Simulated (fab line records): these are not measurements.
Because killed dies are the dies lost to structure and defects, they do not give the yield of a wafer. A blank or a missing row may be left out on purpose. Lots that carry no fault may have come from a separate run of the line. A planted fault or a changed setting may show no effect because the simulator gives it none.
The tool behind it: which one? :: flow berkeley-cmos170 :: 42 wafers from 14 lots sampled at 2 of the route's 331 steps

== WHAT THE GAUGES SHOWED, per wafer ==
UCB170_PFIELD_TW_MEAS_09. Usual: PFIELD_TW gives 601 (standard deviation 3.9).
lot: L891
measured: day 5 03:36
on: film-metro-02
PFIELD_TW: 602 600 601
flag: 

lot: L892
measured: day 5 03:56
on: film-metro-02
PFIELD_TW: 601 599 600
flag: 

lot: L893
measured: day 5 07:55
on: film-metro-02
PFIELD_TW: 743 747 747 743 742 746
flag: OFF

lot: L894
measured: day 5 07:38
on: film-metro-04
PFIELD_TW: 608 606 603
flag: 

lot: L904
measured: day 7 09:41
on: film-metro-04
PFIELD_TW: 603 603 606
flag: 

lot: L901
measured: day 7 10:18
on: film-metro-04
PFIELD_TW: 760 760 757 752 753 756
flag: OFF

lot: L905
measured: day 7 12:23
on: film-metro-02
PFIELD_TW: 598 599 601
flag: 

lot: L907
measured: day 7 15:51
on: film-metro-04
PFIELD_TW: 605 606 607
flag: 

lot: L908
measured: day 8 11:10
on: film-metro-03
PFIELD_TW: 599 599 597
flag: 

lot: L909
measured: day 8 11:22
on: film-metro-02
PFIELD_TW: 599 601 597
flag: 

lot: L910
measured: day 8 11:52
on: film-metro-02
PFIELD_TW: 601 599 597
flag: 

lot: L912
measured: day 8 21:27
on: film-metro-03
PFIELD_TW: 602 596 599
flag: 

lot: L913
measured: day 9 00:16
on: film-metro-02
PFIELD_TW: 600 600 598
flag: 

lot: L914
measured: day 9 00:31
on: film-metro-03
PFIELD_TW: 601 599 600
flag: 

== EACH LOT AND THE TOOL THAT RAN IT (in order: tool; ch and the chambers of the sampled wafers; start) ==
lot: L891
UCB170_PFIELD_IMPLANT_07: implanter-04 ch 0, day 5 03:20

lot: L892
UCB170_PFIELD_IMPLANT_07: implanter-04 ch 0, day 5 03:43

lot: L893
UCB170_PFIELD_IMPLANT_07: implanter-02 ch 0, day 5 07:16

lot: L894
UCB170_PFIELD_IMPLANT_07: implanter-04 ch 0, day 5 07:23

lot: L904
UCB170_PFIELD_IMPLANT_07: implanter-02 ch 0, day 7 09:26

lot: L901
UCB170_PFIELD_IMPLANT_07: implanter-01 ch 0, day 7 09:38

lot: L905
UCB170_PFIELD_IMPLANT_07: implanter-04 ch 0, day 7 12:05

lot: L907
UCB170_PFIELD_IMPLANT_07: implanter-04 ch 0, day 7 15:36

lot: L908
UCB170_PFIELD_IMPLANT_07: implanter-02 ch 0, day 8 10:57

lot: L909
UCB170_PFIELD_IMPLANT_07: implanter-01 ch 0, day 8 11:07

lot: L910
UCB170_PFIELD_IMPLANT_07: implanter-04 ch 0, day 8 11:37

lot: L912
UCB170_PFIELD_IMPLANT_07: implanter-04 ch 0, day 8 21:12

lot: L913
UCB170_PFIELD_IMPLANT_07: implanter-02 ch 0, day 9 00:01

lot: L914
UCB170_PFIELD_IMPLANT_07: implanter-01 ch 0, day 9 00:16
- UCB170_PFIELD_IMPLANT_07

== AS READ BY THE TOOLS THEMSELVES (means over the sampled wafers that have a number; for cases with no such wafer, the mark the record gives instead) ==
UCB170_PFIELD_IMPLANT_07. Usual: faraday-current-uA 63.4, standard deviation 1.4; tilt-deg 7.000 degrees, standard deviation 0.02.
lot: L891
tool: implanter-04
faraday-current-uA: 63.2
tilt-deg (degrees): 7.001
flag: 

lot: L892
tool: implanter-04
faraday-current-uA: 64.4
tilt-deg (degrees): 6.981
flag: 

lot: L893
tool: implanter-02
faraday-current-uA: 62.5
tilt-deg (degrees): 7.006
flag: 

lot: L894
tool: implanter-04
faraday-current-uA: 62.8
tilt-deg (degrees): 6.990
flag: 

lot: L904
tool: implanter-02
faraday-current-uA: 64.4
tilt-deg (degrees): 6.996
flag: 

lot: L901
tool: implanter-01
faraday-current-uA: 63.7
tilt-deg (degrees): 7.005
flag: 

lot: L905
tool: implanter-04
faraday-current-uA: 63.5
tilt-deg (degrees): 7.012
flag: 

lot: L907
tool: implanter-04
faraday-current-uA: 64.7
tilt-deg (degrees): 7.002
flag: 

lot: L908
tool: implanter-02
faraday-current-uA: 63.8
tilt-deg (degrees): 6.995
flag: 

lot: L909
tool: implanter-01
faraday-current-uA: 63.7
tilt-deg (degrees): 6.996
flag: 

lot: L910
tool: implanter-04
faraday-current-uA: 61.7
tilt-deg (degrees): 7.014
flag: 

lot: L912
tool: implanter-04
faraday-current-uA: 63.0
tilt-deg (degrees): 6.983
flag: 

lot: L913
tool: implanter-02
faraday-current-uA: 62.5
tilt-deg (degrees): 6.990
flag: 

lot: L914
tool: implanter-01
faraday-current-uA: 62.7
tilt-deg (degrees): 7.013
flag: 

== THE ANSWER, worked out from the rows above alone ==
Rule: a lot is off if the mean of its wafers that have a number lies more than 3 standard deviations from the usual mean. A lot without any number at a reading at which 4 lots or more have one is off too. Where the step has rows for the other lots, those lots are counted as sound. After the gauges, taken in route order, come the tools' own readings; for these a lot's mean is taken, as printed above. At the first step where some lot is off, the reading lying furthest off is the one used; lots without a number count as furthest.
Off: L893, L901, at UCB170_PFIELD_TW_MEAS_09 (PFIELD_TW).
A tool fits if, at a process step before that reading, it ran every lot that is off, and no sound lot after the first of them. Gauges at UCB170_PFIELD_TW_MEAS_09: tried the same way as those tools. No candidate that was tried fits.

== WHAT HAD BEEN PUT IN BY THE SIMULATOR ==
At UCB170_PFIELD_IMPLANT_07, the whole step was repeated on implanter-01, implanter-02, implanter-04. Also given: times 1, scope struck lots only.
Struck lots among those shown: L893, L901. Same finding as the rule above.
